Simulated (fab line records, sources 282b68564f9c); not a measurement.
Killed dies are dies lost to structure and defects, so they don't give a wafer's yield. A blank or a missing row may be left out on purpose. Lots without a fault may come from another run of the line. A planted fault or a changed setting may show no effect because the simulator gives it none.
A struck lot beside a sound one | flow rit_cmos | 17 steps out of a route of 202
Sound: wafers L636.1, L636.4, L636.6. Struck: wafer L649.4. (L649.1, L649.2 of the same lot were not struck and are left out.) The cause comes at the end.
At each step with rows: each side's tool, then ch and its chambers, then its first start. Under that, the readings that differ: sound wafers | struck wafers | difference of the means | sigmas: that difference in standard deviations of wafers without a fault.
alike: readings whose means differ by less than 2 such deviations, and words and numbers that are the same on both sides. not compared: withheld readings, readings that some wafer has no value for, bounds like >300 that may hide the same value, and numbers for which the record gives no deviation and whose values overlap.
The two part at a step that has a row with sigmas, a row that says differs or no value, or rows on one side only. Numbers that don't overlap but have no deviation are shown without sigmas and don't part them. A reading that every wafer of one side lacks parts them only if that side has two wafers or more.

first, 1 step without rows for these wafers: RIT_PSD_IMPLANT_08.
RIT_PSD_STRIP_09: strips in O2, time 180 s.
  sound on plasma_asher-04 ch 0,1, day 3 16:26; struck on plasma_asher-04 ch 0, day 6 08:25
  alike: drypump_motor_current_A
  not compared: rf_hours_counter_h
RIT_PSD_TW_MEAS_10:
  sound on film_metro-04, day 3 16:37; struck on film_metro-03, day 6 08:35
  alike: PSD_TW
then, 3 steps without rows for these wafers: RIT_SDANNEAL_CLEAN_00 (cleans in SC1, time 600 s); RIT_SDANNEAL_CLEAN_01 (cleans in dHF, time 30 s); RIT_SDANNEAL_CLEAN_02 (cleans in SC2, time 600 s).
RIT_SDANNEAL_RTA_03: time 5 s.
  sound on rtp_anneal-02 ch 0, day 3 18:05; struck on rtp_anneal-01 ch 0, day 6 09:01
  alike: wafer_temp_C_max
RIT_SDANNEAL_RS_MEAS_04: measures by four-point-probe.
  sound on film_metro-04, day 3 18:09; struck on film_metro-04, day 6 09:05
  alike: PSD_RS
RIT_SDANNEAL_RS_MEAS_05: measures by four-point-probe.
  sound on film_metro-04, day 3 18:16; struck on film_metro-04, day 6 09:12
  alike: NSD_RS
RIT_SDANNEAL_RS_MEAS_06: measures by four-point-probe.
  sound on film_metro-04, day 3 18:23; struck on film_metro-04, day 6 09:19
  alike: PLDD_RS
RIT_SDANNEAL_RS_MEAS_07: measures by four-point-probe.
  sound on film_metro-04, day 3 18:31; struck on film_metro-04, day 6 09:26
  alike: NLDD_RS
then, 1 step without rows for these wafers: RIT_SILICIDE_WET_ETCH_00 (etches SiO2 in BOE, target depth 14 nm, time 15 s).
RIT_SILICIDE_SPUTTER_01: material Ti, target thk 30 nm, time 240 s.
  sound on pvd_sputter-02, day 3 18:39; struck on pvd_sputter-02, day 6 09:35
  reading                                     | sound             | struck | difference | sigmas
  model.Ti_of_SILICIDE_SPUTTER_01.thk_nm (nm) | 29.64 29.81 29.56 | 44.4   | +14.7      |
  alike: throttle_valve_pct
RIT_SILICIDE_RS_MEAS_02: measures by four-point-probe.
  sound on film_metro-03, day 3 18:48; struck on film_metro-03, day 6 09:44
  reading                 | sound          | struck | difference | sigmas
  SILICIDE_TI_RS (ohm/sq) | 48.6 48.3 48.8 | 29.5   | -19.1      | -20
RIT_SILICIDE_THK_MEAS_03: measures by xrf.
  sound on film_metro-03, day 3 18:55; struck on film_metro-03, day 6 09:51
  reading              | sound          | struck | difference | sigmas
  SILICIDE_TI_THK (nm) | 29.5 29.7 29.5 | 44.0   | +14.4      | +29
RIT_SILICIDE_RTA_04: time 10 s, ramp up 5 s, ramp down 5 s.
  sound on rtp_anneal-01 ch 0, day 3 18:59; struck on rtp_anneal-02 ch 0, day 6 09:55
  reading          | sound             | struck | difference | sigmas
  wafer_temp_C_max | 651.3 652.7 651.1 | 654.4  | +2.7       | +2
RIT_M1_PROBE_99:
  sound on prober-01, day 4 03:06; struck on prober-01, day 6 16:34
  reading                                | sound                | struck | difference | sigmas
  model.etest.contact_pplus.end_ohm_um   | 45.61 45.5 46.21     | 69.4   | +23.6      |
  model.etest.npoly_line.line_ohm_um     | 168.4 164.5 175.3    | 140.4  | -29.0      |
  model.etest.contact_nplus.end_ohm_um   | 42.7 42.76 41.99     | 64.16  | +21.68     |
  model.etest.ppoly_line.line_ohm_um     | 163.1 159.7 166.8    | 137.9  | -25.3      |
  model.etest.ppoly_line.width_nm (nm)   | 103.6 103.9 101.2    | 95.43  | -7.47      |
  model.etest.npoly_line.width_nm (nm)   | 102.2 103.2 99.73    | 95.21  | -6.50      |
  model.etest.pmos_0p15.gate_log10_a_cm2 | -6.645 -6.637 -6.327 | -2.64  | +3.90      |
  model.etest.nmos_narrow.off_log10_a_um | -13.26 -13.26 -13.24 | -9.639 | +3.614     |
  alike: killed_at_M0_to_M3, killed_at_contacts, killed_at_front_end, killed_dies, killed_on_rim, killed_open, killed_short

WHERE THEY PART
First at RIT_SILICIDE_RS_MEAS_02; last, within this record, at RIT_SILICIDE_RTA_04. Later steps at which nothing parts them and some readings are alike: RIT_M1_PROBE_99.

WHY: what the simulator had put in
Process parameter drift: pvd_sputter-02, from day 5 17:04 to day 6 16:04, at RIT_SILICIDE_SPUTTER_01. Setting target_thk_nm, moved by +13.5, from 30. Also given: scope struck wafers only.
